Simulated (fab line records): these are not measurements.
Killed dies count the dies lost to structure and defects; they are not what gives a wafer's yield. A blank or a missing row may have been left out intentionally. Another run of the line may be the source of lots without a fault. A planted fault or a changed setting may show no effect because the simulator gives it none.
Chamber matching | flow berkeley-cmos170 | UCB170_V2_CMP_02 on cmp-02 has 4 sister chambers
The step polishes SiO2. 20 wafers are shown with their chamber, then 10 later ones without.

WAFERS WITH THEIR CHAMBER
wafer  | chamber | motor-current-A (A)
L328.1 | 2       | 14.1
L328.3 | 3       | 16.7
L328.4 | 0       | 13.8
L331.2 | 0       | 14.0
L331.4 | 1       | 15.7
L331.5 | 2       | 12.9
L332.1 | 1       | 16.4
L332.3 | 0       | 13.8
L332.6 | 3       | 16.3
L335.2 | 3       | 16.2
L335.4 | 0       | 15.3
L335.5 | 0       | 14.3
L336.2 | 2       | 13.5
L336.3 | 3       | 15.8
L336.5 | 0       | 14.2
L346.2 | 3       | 16.5
L346.3 | 1       | 16.4
L346.6 | 1       | 16.0
L345.2 | 1       | 16.7
L345.5 | 3       | 15.9

SIGNATURES (means of the wafers above)
reading         | chamber 0 | chamber 1 | chamber 2 | chamber 3 | scatter within a chamber
motor-current-A | 14.233    | 16.240    | 13.500    | 16.233    | 0.468
Rule: for each reading, subtract the chamber's mean from the wafer's reading, divide by that reading's scatter and square the result; add these up over the readings and take the root, which gives the wafer's distance from the chamber. If the next closest chamber is less than 2 further off than the closest, the wafer can't be placed; otherwise it belongs to the closest. The scatter: take each reading less its chamber's mean, square it, sum over the shown wafers, divide by the number of wafers less the number of chambers, and take the root.

WAFERS WHOSE CHAMBER IS MISSING
wafer  | motor-current-A (A)
L345.6 | 13.9
L348.2 | 15.8
L348.3 | 14.2
L348.6 | 16.0
L347.1 | 14.2
L347.5 | 13.8
L347.6 | 16.2
L351.2 | 16.5
L351.5 | 17.1
L351.6 | 12.9

CHAMBER TAKEN BY EACH
wafer  | from the rows above     | in truth
L345.6 | can't be placed: 0 or 2 | 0
L348.2 | can't be placed: 3 or 1 | 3
L348.3 | can't be placed: 0 or 2 | 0
L348.6 | can't be placed: 3 or 1 | 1
L347.1 | can't be placed: 0 or 2 | 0
L347.5 | can't be placed: 2 or 0 | 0
L347.6 | can't be placed: 3 or 1 | 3
L351.2 | can't be placed: 1 or 3 | 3
L351.5 | can't be placed: 1 or 3 | 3
L351.6 | can't be placed: 2 or 0 | 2
Correct placement for 0 of the 10. Cannot be placed on the basis of these rows: 10; the candidates contain the true chamber in 10. Placed wrongly: 0.
